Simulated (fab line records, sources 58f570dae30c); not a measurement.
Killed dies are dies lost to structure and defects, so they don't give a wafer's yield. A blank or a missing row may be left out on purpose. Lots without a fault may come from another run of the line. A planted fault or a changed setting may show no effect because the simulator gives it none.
Which tool did it? | flow berkeley_cmos170 | 6 lots, 18 wafers sampled, at 3 steps of a route of 331

WHAT THE GAUGES READ, wafer by wafer
UCB170_NLDD_CD_MEAS_06: target cd 1200 nm.
lot  | measured     | on        | cd_nm (nm)
L377 | day 7 18:31  | cd_sem-01 | 1200.7 1201.2 1201.3
L385 | day 9 17:33  | cd_sem-02 | 1200.8 1201.5 1200.3
L388 | day 10 10:45 | cd_sem-01 | 1199.9 1200.0 1200.6
L391 | day 11 01:04 | cd_sem-02 | 1198.3 1199.5 1199.8
L392 | day 11 14:43 | cd_sem-02 | 1200.8 1199.3 1199.9
L395 | day 12 00:09 | cd_sem-02 | 1197.2 1197.9 1198.5

WHICH TOOL RAN EACH LOT (tool, then ch and the chambers of the sampled wafers, then the start)
lot  | UCB170_PLDD_STRIP_10                 | UCB170_NLDD_EXPOSE_03
L377 | plasma_asher-04 ch 0,1, day 7 17:10  | krf_scanner-02 ch 0, day 7 18:04
L385 | plasma_asher-02 ch 0,1, day 9 16:22  | krf_scanner-02 ch 0, day 9 17:10
L388 | plasma_asher-02 ch 0,1, day 10 09:25 | krf_scanner-02 ch 0, day 10 10:22
L391 | plasma_asher-04 ch 0,1, day 10 22:47 | krf_scanner-02 ch 0, day 11 00:17
L392 | plasma_asher-02 ch 0,1, day 11 13:08 | krf_scanner-01 ch 0, day 11 14:08
L395 | plasma_asher-02 ch 0,1, day 11 22:43 | krf_scanner-02 ch 0, day 11 23:36
- UCB170_PLDD_STRIP_10: strips in O2.
- UCB170_NLDD_EXPOSE_03: exposes mask NSELECT, target cd 1200 nm.

THE ANSWER, worked out from the rows above alone
Rule: what is usual is taken from the lots themselves. Put in order of their means at a reading, lots are off if they are a third of the lots or fewer, leave a main group of 4 or more, and stand apart from it by a gap of 3 or more times the standard deviation of the main group's means; of several such gaps the widest counts. A main group whose means are all the same, to the digits that the tables above print for the reading, isn't used. A lot without any number at a reading at which 4 lots or more have one is off too. The other lots that the step has rows for count as sound.
No lot is off at any reading shown: from this, nothing can be told.

WHAT THE SIMULATOR HAD PUT IN
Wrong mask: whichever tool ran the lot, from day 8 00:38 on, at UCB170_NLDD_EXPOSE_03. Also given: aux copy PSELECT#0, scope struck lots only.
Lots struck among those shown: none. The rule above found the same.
